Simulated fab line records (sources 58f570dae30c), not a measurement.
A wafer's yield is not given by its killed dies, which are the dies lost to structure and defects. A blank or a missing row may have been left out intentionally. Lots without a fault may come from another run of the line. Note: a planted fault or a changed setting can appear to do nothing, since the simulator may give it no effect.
Split-lot trial + flow berkeleyCmos170 + 5 lots, 23 wafers read, on a route of 331 steps

## THE SPLIT ITSELF
At UCB170_V1_COAT_07 (resist thk 900 nm), the setting spinRpm was moved away from the recipe's 1500 rpm on 10 of the 23 wafers read, by -7.2% to +4.2%. For the rest of the wafers, this setting stayed at what the recipe calls for.

## FROM THE SPLIT TO THE READING: what the file shows between them, 2 steps
- UCB170_V1_SOFTBAKE_08: time 60 s
- UCB170_V1_EXPOSE_09: exposes mask VIA1, target cd 700 nm

## THE READING
KrF_of_V1_COAT_07.thkNm (the simulator's own value, which no gauge read), in nm, at UCB170_V1_ETCH_14 (etches SiO2 in CHF3/CF4/Ar, stops on Al, target depth 1250 nm, time 291 s). No usual value for it is given in the file. Here, 13 wafers ran the recipe; their average is 609.0 nm with a standard deviation of 4.9 nm.

| wafer  | tool, chamber at the split | spinRpm as run, rpm | against the recipe | KrF_of_V1_COAT_07.thkNm, nm | against lot-mates on the recipe |
|--------|----------------------------|---------------------|--------------------|-----------------------------|---------------------------------|
| L077.1 | lithoTrack-02, 0           | 1500                | recipe             | 605.7                       | -                               |
| L077.2 | lithoTrack-02, 0           | 1563                | +4.2%              | 590.7                       | -14.4                           |
| L077.3 | lithoTrack-02, 0           | 1500                | recipe             | 605.2                       | -                               |
| L077.4 | lithoTrack-02, 0           | 1500                | recipe             | 604.5                       | -                               |
| L077.5 | lithoTrack-02, 0           | 1563                | +4.2%              | 586.5                       | -18.6                           |
| L078.1 | lithoTrack-04, 0           | 1441                | -3.9%              | 627.3                       | +20.5                           |
| L078.2 | lithoTrack-04, 0           | 1441                | -3.9%              | 623.2                       | +16.4                           |
| L078.3 | lithoTrack-04, 0           | 1500                | recipe             | 604.3                       | -                               |
| L078.5 | lithoTrack-04, 0           | 1441                | -3.9%              | 622.2                       | +15.4                           |
| L078.6 | lithoTrack-04, 0           | 1500                | recipe             | 609.4                       | -                               |
| L083.1 | lithoTrack-02, 0           | 1392                | -7.2%              | 645.9                       | +33.7                           |
| L083.2 | lithoTrack-02, 0           | 1392                | -7.2%              | 641.2                       | +29.0                           |
| L083.4 | lithoTrack-02, 0           | 1500                | recipe             | 613                         | -                               |
| L083.5 | lithoTrack-02, 0           | 1500                | recipe             | 611.4                       | -                               |
| L083.6 | lithoTrack-02, 0           | 1392                | -7.2%              | 642.5                       | +30.3                           |
| L084.1 | lithoTrack-01, 0           | 1500                | recipe             | 617                         | -                               |
| L084.3 | lithoTrack-01, 0           | 1500                | recipe             | 616.4                       | -                               |
| L084.4 | lithoTrack-01, 0           | 1500                | recipe             | 615.4                       | -                               |
| L084.5 | lithoTrack-01, 0           | 1419                | -5.4%              | 640.1                       | +23.8                           |
| L084.6 | lithoTrack-01, 0           | 1419                | -5.4%              | 642.5                       | +26.2                           |
| L082.1 | lithoTrack-02, 0           | 1500                | recipe             | 605.7                       | -                               |
| L082.2 | lithoTrack-02, 0           | 1500                | recipe             | 607.1                       | -                               |
| L082.6 | lithoTrack-02, 0           | 1500                | recipe             | 602.4                       | -                               |

FIT RESULTS
A straight line over all 23 wafers: KrF_of_V1_COAT_07.thkNm changes by -4.88 nm for each +1% of spinRpm; r = -0.96; the points scatter about the line by 4.7 nm.
The same after taking each lot's own level away (the mean of its wafers on the recipe; 23 wafers): -4.3 nm for each +1%; r = -0.99; scatter 1.9 nm.
On that fit, the largest move of spinRpm shifts the reading by 31 nm.
The lots' own levels span 605.07 to 616.27 nm, that is 2.3 times the standard deviation above.
So the lot-to-lot level changes the slope: the two fits differ.
Check: for one of the wafers moved furthest among these (-7.2%), held out of the fit, the line's prediction against its lot-mates is +30.8 nm. It came out at +33.7 nm against them.

## THE OTHER SPLITS THESE WAFERS WENT THROUGH
Other splits were also applied to these wafers ahead of the reading. Each is held against what the fit with the lots' levels taken away leaves over:
| other split on the same wafers | wafers away from the commonest value | r with KrF_of_V1_COAT_07.thkNm (lot level and that fit taken away) |
|--------------------------------|--------------------------------------|--------------------------------------------------------------------|
| UCB170_M1_COAT_04 resistThkNm  | 9                                    | -0.22                                                              |
| UCB170_M1_METAL_ETCH_12 icpW   | 8                                    | -0.09                                                              |

## THE WHOLE CHAIN: every reading that the file lists as answering this split, in the file's order
| step               | what it does                                                              | reading                                                                  | change (the file's fit)              | r (the file's) |
|--------------------|---------------------------------------------------------------------------|--------------------------------------------------------------------------|--------------------------------------|----------------|
| UCB170_V1_COAT_07  | resist thk 900 nm                                                         | KrF_of_V1_COAT_07.thkNm (the simulator's own value, which no gauge read) | -4.55 nm for each +1% of the setting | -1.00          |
| UCB170_V1_ETCH_14  | etches SiO2 in CHF3/CF4/Ar, stops on Al, target depth 1250 nm, time 291 s | KrF_of_V1_COAT_07.thkNm (the simulator's own value, which no gauge read) | -4.35 nm for each +1% of the setting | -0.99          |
| UCB170_V1_STRIP_15 | strips in O2                                                              | stripTimeToEndpointS                                                     | withheld for each +1% of the setting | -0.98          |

## THE FILE'S OWN FIT
KrF_of_V1_COAT_07.thkNm changes by -4.35 nm for each +1% of spinRpm, r = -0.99.
